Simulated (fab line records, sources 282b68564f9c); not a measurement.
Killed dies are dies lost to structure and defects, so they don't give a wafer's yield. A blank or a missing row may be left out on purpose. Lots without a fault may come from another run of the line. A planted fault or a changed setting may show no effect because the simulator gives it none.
A sampling plan put to the test | flow rit_cmos | one fab line, 9 faults that these records tell of, each judged on the records of the lots that it struck
The plan is the line's own looks: the steps of the route at which a gauge or an inspection reads the wafer and doesn't change it. A look can be judged if struck wafers have a number there and the file gives its usual mean and standard deviation on fault-free wafers. Caught: at a look after the fault's first step, the mean of the struck wafers lies 4 or more of those standard deviations (sigma) from the usual mean. On the tool: the same test on the tool's own readings at the fault's steps. Another recipe on the struck wafers, or a record that is blank for them alone, also counts as caught.

THE FAULTS, as the simulator had put them in
1. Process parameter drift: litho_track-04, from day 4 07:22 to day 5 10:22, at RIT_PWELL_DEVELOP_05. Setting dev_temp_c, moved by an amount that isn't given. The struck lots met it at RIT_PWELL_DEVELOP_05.
2. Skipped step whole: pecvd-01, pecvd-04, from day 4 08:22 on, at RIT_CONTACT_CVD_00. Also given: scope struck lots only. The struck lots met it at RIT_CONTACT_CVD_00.
3. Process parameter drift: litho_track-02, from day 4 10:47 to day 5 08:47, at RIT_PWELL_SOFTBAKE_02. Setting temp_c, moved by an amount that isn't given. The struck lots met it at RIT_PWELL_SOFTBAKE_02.
4. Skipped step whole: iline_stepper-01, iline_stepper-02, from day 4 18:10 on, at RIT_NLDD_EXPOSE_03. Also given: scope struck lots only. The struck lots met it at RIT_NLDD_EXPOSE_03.
5. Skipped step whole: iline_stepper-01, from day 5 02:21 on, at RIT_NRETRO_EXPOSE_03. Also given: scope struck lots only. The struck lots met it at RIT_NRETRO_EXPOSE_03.
6. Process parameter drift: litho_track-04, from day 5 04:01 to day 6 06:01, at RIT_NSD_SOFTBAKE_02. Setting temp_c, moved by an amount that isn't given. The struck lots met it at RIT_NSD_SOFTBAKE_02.
7. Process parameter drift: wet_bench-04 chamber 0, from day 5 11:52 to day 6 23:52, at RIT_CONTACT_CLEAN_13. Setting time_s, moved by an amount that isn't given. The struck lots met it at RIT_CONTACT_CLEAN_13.
8. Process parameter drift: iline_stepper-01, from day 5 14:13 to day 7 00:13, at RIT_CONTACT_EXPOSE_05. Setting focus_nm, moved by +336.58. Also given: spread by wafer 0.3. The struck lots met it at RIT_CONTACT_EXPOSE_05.
9. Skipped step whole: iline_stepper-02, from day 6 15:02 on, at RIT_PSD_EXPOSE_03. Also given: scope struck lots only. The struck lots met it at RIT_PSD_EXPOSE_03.

WHAT THE PLAN SAW
fault | on the tool itself                               | first look that catches it                   | reading, sigma | median hours from its first step to that look | hours from the fault's start to the first struck lot there | judged looks passed uncaught
1     | developer_temp_C +8.9 sigma                      | not the one look that can be judged after it | -              | -                                             | -                                                          | 1
2     | the tool's record is blank for the struck wafers | no look after it can be judged               | -              | -                                             | -                                                          | 0
3     | heater_power_total_W +89 sigma                   | no look after it can be judged               | -              | -                                             | -                                                          | 0
4     | no reading that can be judged                    | no look after it can be judged               | -              | -                                             | -                                                          | 0
5     | no reading that can be judged                    | no look after it can be judged               | -              | -                                             | -                                                          | 0
6     | heater_power_total_W -17 sigma                   | no look after it can be judged               | -              | -                                             | -                                                          | 0
7     | run_length_s +9.6 sigma                          | no look after it can be judged               | -              | -                                             | -                                                          | 0
8     | exposure_dose_mJ_cm2 -4.9 sigma                  | no look after it can be judged               | -              | -                                             | -                                                          | 0
9     | no reading that can be judged                    | no look after it can be judged               | -              | -                                             | -                                                          | 0
A dash: the fault isn't caught, or these records don't give the number.

Caught at a look: 0 of 9. Caught on the tool: 6 of 9. By one or the other: 6 of 9.
Caught on the tool alone: faults 1, 2, 3, 6, 7, 8.
Caught by neither: faults 4, 5, 9.
